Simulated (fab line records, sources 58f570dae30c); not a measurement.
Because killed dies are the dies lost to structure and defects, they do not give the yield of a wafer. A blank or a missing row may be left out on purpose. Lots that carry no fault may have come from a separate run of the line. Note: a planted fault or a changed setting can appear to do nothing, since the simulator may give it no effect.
A struck lot beside a sound one    flow berkeley cmos170    14 out of 331 route steps
Sound: these wafers, L766.2, L766.4, L766.5. Wafers struck: L757.1, L757.3, L757.6. Last of all comes the cause.
Each step with rows lists, per side, the tool, then ch with its chambers, then its first start. Under that, the readings that differ: sound wafers    struck wafers    difference of the means    sigmas: that difference in standard deviations of wafers without a fault.
alike: words and numbers the same on both sides, and readings whose means are apart by under 2 such deviations; not compared: readings that were withheld, readings missing a value for some wafer, numbers with overlapping values and no deviation given by the record, and bounds like >300 which may hide the same value.
Wherever a step has rows on one side only, a row that says differs or no value, or a row with sigmas, the two part there. Numbers that have no deviation but don't overlap get no sigmas and don't part them. A reading missing from all wafers of one side parts the sides only when that side holds two or more wafers.

UCB170_M2_SPUTTER_01: material Al, target thk 900 nm, time 120 s.
  struck on pvd sputter-03, day 9 17:14; sound on pvd sputter-01, day 11 06:44
  alike: throttle valve pct
UCB170_M2_RS_MEAS_02: uses a four-point probe to measure.
  struck on film metro-02, day 9 17:19; sound on film metro-01, day 11 06:50
  alike: M2_AL_RS
UCB170_M2_THK_MEAS_03: measures by xrf.
  struck on film metro-02, day 9 17:26; sound on film metro-01, day 11 06:57
  alike: M2_AL_THK
then, 3 steps without rows for these wafers: UCB170_M2_HMDS_04 (prime time 60 s); UCB170_M2_COAT_05 (resist thk 900 nm); UCB170_M2_SOFTBAKE_06 (time 60 s).
UCB170_M2_STRIP_07: strips in O2.
  sound on plasma asher-01 ch 0,1, day 11 07:43; struck on plasma asher-01 ch 0,1, day 9 17:57
  alike: drypump motor current A, oes product au, strip time to endpoint s
  not compared: rf hours counter h
then, 5 steps without rows for these wafers: UCB170_M2_STRIP_08 (strips KrF in DMSO, time 600 s); UCB170_M2_COAT_09; UCB170_M2_COAT_10 (resist thk 900 nm); UCB170_M2_SOFTBAKE_11 (time 60 s); UCB170_M2_EXPOSE_12 (exposes mask METAL2, target cd 700 nm).
UCB170_M2_PEB_13:
  struck on litho track-03, day 9 19:04; sound on litho track-02 ch 0, day 11 09:03
  no value came back on the struck wafers for chill plate temp C (C), exhaust pa (Pa); on the sound wafers chill plate temp C (C) reads 23.00 23.14 22.99
then, 1 step without rows for these wafers: UCB170_M2_DEVELOP_14 (develop time 45 s).

## WHERE THEY PART
Only at UCB170_M2_PEB_13, as far as this record shows.

WHY: what the simulator had put in
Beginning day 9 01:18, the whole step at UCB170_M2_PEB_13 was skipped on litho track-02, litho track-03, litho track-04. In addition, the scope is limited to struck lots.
